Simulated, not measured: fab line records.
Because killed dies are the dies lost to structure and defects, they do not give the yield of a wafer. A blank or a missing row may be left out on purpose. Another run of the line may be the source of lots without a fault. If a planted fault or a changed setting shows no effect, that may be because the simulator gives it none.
2 desks looking at one fault :: flow berkeleyCmos170 :: every desk sees just its own numbers, and what lay behind them comes last

== AT THE METROLOGY DESK ==
What the gauges read, lot by lot, whatever tool the lot ran on: means of the sampled wafers that have a number. A lot is out of limits, marked OUT, if its mean lies more than 4 standard deviations from the usual mean; the brackets give that distance.
Columns: A = NWELL_TW at UCB170_NWELL_TW_MEAS_16, usual 1254
lot: L574
first seen here: day 2 11:08
A: 1243

lot: L575
first seen here: day 2 19:14
A: 1270

lot: L576
first seen here: day 2 19:31
A: 1242

lot: L577
first seen here: day 3 06:44
A: 1245

lot: L579
first seen here: day 3 21:13
A: 1271

lot: L578
first seen here: day 3 21:33
A: 1244

lot: L583
first seen here: day 4 15:31
A: 1261

lot: L582
first seen here: day 4 15:47
A: 1167 (-7.2) OUT

lot: L585
first seen here: day 4 18:23
A: 1143 (-9.2) OUT

lot: L590
first seen here: day 5 23:44
A: 1263

lot: L592
first seen here: day 6 03:37
A: 1243

lot: L594
first seen here: day 6 18:38
A: 1264

lot: L596
first seen here: day 7 07:55
A: 1247

lot: L597
first seen here: day 7 11:49
A: 1255
Per this desk, out of limits: L582, L585; the first was L582, day 4 15:47 (NWELL_TW at UCB170_NWELL_TW_MEAS_16). L574, L575, L576, L577, L579, L578, L583, L590, L592, L594, L596, L597: within limits.

== TOOL OWNER'S DESK, implanter-03 ==
The tool's own readings at UCB170_NWELL_IMPLANT_14, given as means over the sampled wafers that have a number, one for each lot that went through this tool. A lot is out of limits, marked OUT, if its mean lies more than 4 standard deviations from the usual mean; the brackets give that distance.
Columns: A = beamOnS at UCB170_NWELL_IMPLANT_14, usual 10.01 s; B = faradayCurrentUA at UCB170_NWELL_IMPLANT_14, usual 31.7
lot: L576
first seen here: day 2 19:17
A: 9.94
B: 31.9

lot: L579
first seen here: day 3 20:58
A: 9.86
B: 32.2

lot: L582
first seen here: day 4 15:33
A: 7.60 (-12) OUT
B: 41.7 (+16) OUT

lot: L585
first seen here: day 4 18:10
A: 7.50 (-13) OUT
B: 42.2 (+17) OUT
This desk's finding: out of limits on L582, L585; first on L582, day 4 15:33 (beamOnS at UCB170_NWELL_IMPLANT_14). L576, L579: within limits.

== ALL TOGETHER ==
The tool owner's desk could have raised an alarm at day 4 15:33, on L582, L585.
The metrology desk could have raised an alarm at day 4 15:47, on L582, L585.
On implanter-03, each named lot ran UCB170_NWELL_IMPLANT_14.

== WHAT THE SIMULATOR HAD INSERTED ==
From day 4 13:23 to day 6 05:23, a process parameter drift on implanter-03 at UCB170_NWELL_IMPLANT_14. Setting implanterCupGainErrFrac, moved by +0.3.
Struck lots among those shown: L582, L585.
Time in hours from fault onset to the first out-of-limits reading at each desk: tool owner's desk 2, metrology desk 2.
